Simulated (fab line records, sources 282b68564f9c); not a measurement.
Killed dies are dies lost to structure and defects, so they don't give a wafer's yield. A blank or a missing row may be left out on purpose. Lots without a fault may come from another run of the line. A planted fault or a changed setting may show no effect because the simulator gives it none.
fab line records | flow rit_cmos
record lots=14 wafers=42 last_day=7
route steps=202 shown PRETRO@72 M1@202
lots that met no fault: from a run of the same line without faults
start_h: hours from the record's first day to the start of the lot's first wafer shown | wait_h: hours since the lot's step before | " the same as in the row above | L1.1+2: a row that stands for several wafers | - no value, or no start given | * or withheld: withheld | < > ~ a bound
route shown NAME@n: a module of which the file shows steps, and the number in the route of the first | usual: mean/standard deviation of fault-free wafers | same: alike in all rows | chamber/n: place in a boat | sites: the reading at each site | _std_site: their standard deviation | _edge_site: outer sites' mean less inner sites' | radius_mm: how far each site lies from the wafer's centre | mask NAME#n: copy n | behind: the tool/chamber that last shaped the wafer | hold: why the lot was held/for how many hours/how that ended | device: the transistor (n, p or np) that didn't switch | end of line: the same wafers' tests at the end of the route | a step without rows: its recipe alone | killed: dies lost to structure and defects at the first sort, not the wafer's yield | map: a wafer's dies, x killed, . not, _ none there
set.NAME: the setting as run; set.NAME@STEP: as run at that earlier step | model.NAME: the simulator's own value behind a step, which no gauge read
steps of the route over a sample of lots; a table a step, a row a wafer
services: from which hour (start_h, from the record's first day; less than 0 if before it) a tool's chamber was out of use, for how many hours, and why
## steps
# step RIT_PRETRO_IMPLANT_08
# recipe species=B energy_kev=45 dose_cm2=1.2e+13 tilt_deg=7
# usual beam_on_s=10.00/0.2 tilt_deg=7.001/0.019
# same implant_ion_amu=11
# columns lot.wafer tool chamber start_h wait_h beam_on_s tilt_deg
L689.2 implanter-02 0 32.70 0.2 9.69 7.028
L689.4 " 0 " " 9.81 7.011
L689.6 " 0 " " 10.18 6.995
L690.1 implanter-04 0 36.64 0.2 10.21 7.012
L690.3 " 0 " " 9.87 7.008
L690.5 " 0 " " 10.07 7.021
L691.1 implanter-04 0 40.84 0.2 9.78 6.997
L691.3 " 0 " " 9.90 7.014
L691.6 " 0 " " 9.98 7.030
L692.1 implanter-04 0 45.93 0.2 9.92 6.988
L692.4 " 0 " " 10.47 7.005
L692.5 " 0 " " 9.92 6.990
L694.2 implanter-04 0 57.63 0.2 9.95 6.789
L694.3 " 0 " " 9.85 6.731
L694.5 " 0 " " 10.09 6.722
L695.2 implanter-02 0 62.22 0.2 10.23 6.993
L695.5 " 0 " " 9.84 6.993
L695.6 " 0 " " 10.18 6.994
L698.3 implanter-04 0 75.87 0.2 9.94 6.756
L698.4 " 0 " " 10.13 6.751
L698.6 " 0 " " 10.31 6.763
L702.3 implanter-01 0 98.13 0.2 10.04 7.030
L702.4 " 0 " " 9.96 7.002
L702.5 " 0 " " 9.76 7.007
L706.2 implanter-02 0 117.09 0.2 9.70 7.004
L706.3 " 0 " " 10.05 7.047
L706.6 " 0 " " 9.97 7.024
L707.3 implanter-02 0 121.92 0.2 10.15 6.997
L707.4 " 0 " " 10.40 7.004
L707.5 " 0 " " 10.11 7.000
L708.1 implanter-02 0 126.25 0.2 10.16 7.019
L708.5 " 0 " " 10.04 6.997
L708.6 " 0 " " 10.02 6.976
L710.2 implanter-02 0 135.92 0.2 9.81 6.984
L710.4 " 0 " " 9.99 6.993
L710.5 " 0 " " 9.91 6.974
L711.1 implanter-02 0 142.11 0.2 10.07 6.991
L711.2 " 0 " " 10.06 7.003
L711.4 " 0 " " 9.67 7.007
L712.1 implanter-04 0 146.06 0.2 10.18 6.967
L712.2 " 0 " " 10.21 6.998
L712.3 " 0 " " 10.38 6.968
# step RIT_M1_PROBE_99
# usual killed_at_contacts=0.1/0.24 killed_at_front_end=6.8/2.8 killed_dies=6.9/2.8 killed_open=3.3/1.9 killed_short=3.5/1.8
# same gross_dies=264 killed_at_M0_to_M3=0 killed_at_M4_up=0 killed_at_back_side=0 killed_at_other=0
# columns lot.wafer tool chamber start_h wait_h killed_at_contacts killed_at_front_end killed_dies killed_open killed_short
L702.3 prober-02 - 125.15 0.2 0 7 7 5 2
L702.4 prober-02 - 125.20 0.2 0 11 11 5 6
L702.5 prober-02 - 125.25 0.2 0 11 11 7 4
L707.3 prober-02 - 148.49 0.2 1 6 7 5 2
L707.4 prober-02 - 148.54 0.2 0 7 7 3 4
L707.5 prober-02 - 148.59 0.2 0 4 4 2 1
L708.1 prober-01 - 153.45 0.1 0 2 2 0 2
L708.5 prober-01 - 153.65 0.2 0 5 5 4 1
L708.6 prober-01 - 153.70 0.2 0 2 2 0 2
L710.2 prober-01 - 163.66 0.1 0 7 7 1 6
L710.4 prober-01 - 163.76 0.2 0 8 8 3 5
L710.5 prober-01 - 163.81 0.2 0 13 13 5 8
# killed by level:class
L702.3 REOX:geometric_particle:open=2 FOX1:geometric_particle:open=1 GATE:geometric_particle:open=1 GATE:geometric_particle:short=1 SPACER:geometric_particle:short=1 SILICIDE:geometric_particle:open=1
L702.4 SILICIDE:geometric_particle:short=4 FOX1:geometric_particle:open=2 GATE:geometric_particle:open=2 FOX1:geometric_particle:short=1 SPACER:geometric_particle:short=1 SILICIDE:geometric_particle:open=1
L702.5 FOX1:geometric_particle:open=6 SPACER:geometric_particle:short=2 GATE:geometric_particle:short=1 GATE:geometric_particle:open=1 REOX:geometric_particle:short=1
L707.3 GATE:geometric_particle:short=2 GATE:geometric_particle:open=2 REOX:geometric_particle:open=1 SILICIDE:geometric_particle:open=1 CONTACT:geometric_particle:open=1
L707.4 GATE:geometric_particle:short=3 FOX2:geometric_particle:open=1 GATE:geometric_particle:open=1 REOX:geometric_particle:short=1 SPACER:geometric_particle:open=1
L707.5 GATE:geometric_particle:short=1 GATE:geometric_particle:open=1 REOX:geometric_particle:open=1 PSD:coat_microbubble_printed=1
L708.1 FOX1:geometric_particle:short=1 REOX:geometric_particle:short=1
L708.5 FOX1:geometric_particle:open=1 FOX1:geometric_particle:short=1 GATE:geometric_particle:open=1 REOX:geometric_particle:open=1 SILICIDE:geometric_particle:open=1
L708.6 GATE:geometric_particle:short=1 REOX:geometric_particle:short=1
L710.2 GATE:geometric_particle:short=2 REOX:geometric_particle:short=2 SILICIDE:geometric_particle:short=2 SILICIDE:geometric_particle:open=1
L710.4 GATE:geometric_particle:short=3 GATE:geometric_particle:open=2 REOX:geometric_particle:short=1 SILICIDE:geometric_particle:open=1 SILICIDE:geometric_particle:short=1
L710.5 REOX:geometric_particle:short=3 SILICIDE:geometric_particle:short=3 GATE:geometric_particle:open=2 REOX:geometric_particle:open=2 FOX1:geometric_particle:short=1 GATE:geometric_particle:short=1 SILICIDE:geometric_particle:open=1
## services
# columns tool chamber start_h hours kind
implanter-04 - 9.54 1.2 repair
implanter-01 - 46.82 3.3 repair
implanter-04 - 61.84 4.6 repair
implanter-04 - 62.46 3.3 repair
implanter-01 - 63.66 3.1 pm
implanter-02 - 108.95 2.0 repair
implanter-04 - 132.03 0.7 repair
## key
first_sign step=RIT_PRETRO_IMPLANT_08 reading=tilt_deg direction=down sigmas=13 usual=7.001 struck=6.752
effect none on later readings
met_at RIT_PRETRO_IMPLANT_08
struck_lots L694,L698
tester_left_out L694,L698
onset_between 45.93 57.63
fault kind=process_parameter_drift tool=implanter-04 chamber=- onset_h=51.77 steps=RIT_PRETRO_IMPLANT_08 channel=tilt_deg offset=-0.25556 shape=step end_h=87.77 acts_in=these_recipes_only stated=7
# tester_left_out: of these lots the tester's yield and bins aren't shown, on N5 and GAA mostly nor the transistor test; their killed dies are dies lost to structure and defects alone, not to doping, threshold or leakage, so they don't give the yield
